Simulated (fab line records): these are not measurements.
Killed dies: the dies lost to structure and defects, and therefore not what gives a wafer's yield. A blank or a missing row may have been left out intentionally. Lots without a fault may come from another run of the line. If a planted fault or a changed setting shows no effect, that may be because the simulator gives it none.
Split-lot experiment + flow berkeley-cmos170 + on a route of 331 steps: 5 lots, 23 wafers read

## ON THE SPLIT
At UCB170_ACTIVE_ETCH_15 (etches Si3N4 in CH3F/Ar/O2, stops on SiO2, target depth 242 nm, time 151 s), the setting time-s was moved away from the recipe's 151 s on 6 of the 23 wafers read, by -10.9% to -9.8%. All remaining wafers had this setting at the recipe value.

The reading is taken at the split's own step.

## THE READING
KrF_of_ACTIVE_COAT_08.thk-nm (the simulator's own value, which no gauge read), in nm, at UCB170_ACTIVE_ETCH_15 (etches Si3N4 in CH3F/Ar/O2, stops on SiO2, target depth 242 nm, time 151 s). There is no usual value for it anywhere in the file. Across the 17 wafers here that went through the recipe, the average is 725.1 nm and the standard deviation 2.3 nm.

| wafer  | tool, chamber at the split | time-s as run, s | against the recipe | KrF_of_ACTIVE_COAT_08.thk-nm, nm | against lot-mates on the recipe |
|--------|----------------------------|------------------|--------------------|----------------------------------|---------------------------------|
| L074.1 | rie-diel-01, 0             | 151              | recipe             | 723.1                            | -                               |
| L074.2 | rie-diel-01, 3             | 151              | recipe             | 727.1                            | -                               |
| L074.4 | rie-diel-01, 1             | 151              | recipe             | 727.9                            | -                               |
| L074.5 | rie-diel-01, 3             | 151              | recipe             | 727.7                            | -                               |
| L074.6 | rie-diel-01, 2             | 151              | recipe             | 724.5                            | -                               |
| L077.1 | rie-diel-01, 3             | 151              | recipe             | 728.5                            | -                               |
| L077.2 | rie-diel-01, 2             | 151              | recipe             | 725.5                            | -                               |
| L077.3 | rie-diel-01, 0             | 136.2            | -9.8%              | 746                              | +19.0                           |
| L077.4 | rie-diel-01, 1             | 136.2            | -9.8%              | 741.4                            | +14.4                           |
| L077.6 | rie-diel-01, 2             | 136.2            | -9.8%              | 739.7                            | +12.7                           |
| L076.1 | rie-diel-04, 2             | 151              | recipe             | 726.1                            | -                               |
| L076.4 | rie-diel-04, 1             | 151              | recipe             | 722.6                            | -                               |
| L076.5 | rie-diel-04, 1             | 151              | recipe             | 723.2                            | -                               |
| L080.1 | rie-diel-02, 1             | 151              | recipe             | 724.8                            | -                               |
| L080.2 | rie-diel-02, 0             | 151              | recipe             | 727.2                            | -                               |
| L080.4 | rie-diel-02, 3             | 151              | recipe             | 724.3                            | -                               |
| L080.5 | rie-diel-02, 3             | 151              | recipe             | 727.5                            | -                               |
| L080.6 | rie-diel-02, 2             | 151              | recipe             | 722.8                            | -                               |
| L083.1 | rie-diel-04, 1             | 134.5            | -10.9%             | 741.2                            | +19.4                           |
| L083.2 | rie-diel-04, 3             | 151              | recipe             | 720.5                            | -                               |
| L083.3 | rie-diel-04, 2             | 134.5            | -10.9%             | 741.8                            | +20.0                           |
| L083.4 | rie-diel-04, 0             | 151              | recipe             | 723.1                            | -                               |
| L083.5 | rie-diel-04, 1             | 134.5            | -10.9%             | 740.1                            | +18.3                           |

THE FIT
A straight line over all 23 wafers: KrF_of_ACTIVE_COAT_08.thk-nm changes by -1.59 nm for each +1% of time-s; r = -0.95; the points scatter about the line by 2.4 nm.
The same after taking each lot's own level away (the mean of its wafers on the recipe; 23 wafers): -1.68 nm for each +1%; r = -0.97; scatter 1.9 nm.
Per that fit: largest time-s move, reading shift of 18 nm.
From 721.80 to 727.00 nm: that is the span of the lots' own levels, equal to 2.3 times the standard deviation above.
So the lot-to-lot level changes the slope little: the two slopes agree.
Check: +18 nm against its lot-mates is what the line predicts for one of the wafers moved furthest among these (-10.9%) when that wafer is left out of the fit. It came out at +19.4 nm against them.

## OTHER SPLITS ON THESE WAFERS
Before the reading, these wafers also passed through other splits. Each is held against what the fit with the lots' levels taken away leaves over:
| other split on the same wafers      | wafers away from the commonest value | r with KrF_of_ACTIVE_COAT_08.thk-nm (lot level and that fit taken away) |
|-------------------------------------|--------------------------------------|-------------------------------------------------------------------------|
| UCB170_NWELL_OXIDATION_01 ox-time-s | 15                                   | +0.12                                                                   |
| UCB170_NWELL_CVD_04 time-s          | 15                                   | +0.08                                                                   |
| UCB170_NWELL_IMPLANT_14 dose-cm2    | 7                                    | -0.15                                                                   |

## THE WHOLE CHAIN: every reading that the file lists as answering this split, in the file's order
| step                   | what it does                                                               | reading                                                                       | change (the file's fit)              | r (the file's) |
|------------------------|----------------------------------------------------------------------------|-------------------------------------------------------------------------------|--------------------------------------|----------------|
| UCB170_ACTIVE_ETCH_15  | etches Si3N4 in CH3F/Ar/O2, stops on SiO2, target depth 242 nm, time 151 s | KrF_of_ACTIVE_COAT_08.thk-nm (the simulator's own value, which no gauge read) | -1.68 nm for each +1% of the setting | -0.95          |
| UCB170_ACTIVE_STRIP_16 | strips in O2                                                               | strip-time-to-endpoint-s                                                      | withheld for each +1% of the setting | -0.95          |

## THE FILE'S OWN FIT
KrF_of_ACTIVE_COAT_08.thk-nm changes by -1.68 nm for each +1% of time-s, r = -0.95.
